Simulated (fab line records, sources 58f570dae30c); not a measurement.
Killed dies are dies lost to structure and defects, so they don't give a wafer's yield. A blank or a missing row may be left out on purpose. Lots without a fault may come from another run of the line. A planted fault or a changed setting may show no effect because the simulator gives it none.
Which tool did it? | flow berkeley_cmos170 | 6 lots, 18 wafers sampled, at 1 step of a route of 331

WHAT THE GAUGES READ, wafer by wafer
UCB170_START_BOW_MEAS_00.
lot  | measured    | on            | INCOMING_BOW (um)
L640 | day 1 20:00 | film_metro-02 | -7 -3 3
L643 | day 2 11:00 | film_metro-01 | -3 4 1
L647 | day 3 07:00 | film_metro-02 | -4 3 -5
L651 | day 4 03:01 | film_metro-04 | -2 5 5
L653 | day 4 13:00 | film_metro-01 | -7 8 -3
L658 | day 5 14:00 | film_metro-02 | -7 0 6

WHICH TOOL RAN EACH LOT (tool, then ch and the chambers of the sampled wafers, then the start)
The record holds no process step before these readings.

THE ANSWER, worked out from the rows above alone
Rule: what is usual is taken from the lots themselves. Put in order of their means at a reading, lots are off if they are a third of the lots or fewer, leave a main group of 4 or more, and stand apart from it by a gap of 3 or more times the standard deviation of the main group's means; of several such gaps the widest counts. A main group whose means are all the same, to the digits that the tables above print for the reading, isn't used. A lot without any number at a reading at which 4 lots or more have one is off too. The other lots that the step has rows for count as sound.
No lot is off at any reading shown: from this, nothing can be told.

WHAT THE SIMULATOR HAD PUT IN
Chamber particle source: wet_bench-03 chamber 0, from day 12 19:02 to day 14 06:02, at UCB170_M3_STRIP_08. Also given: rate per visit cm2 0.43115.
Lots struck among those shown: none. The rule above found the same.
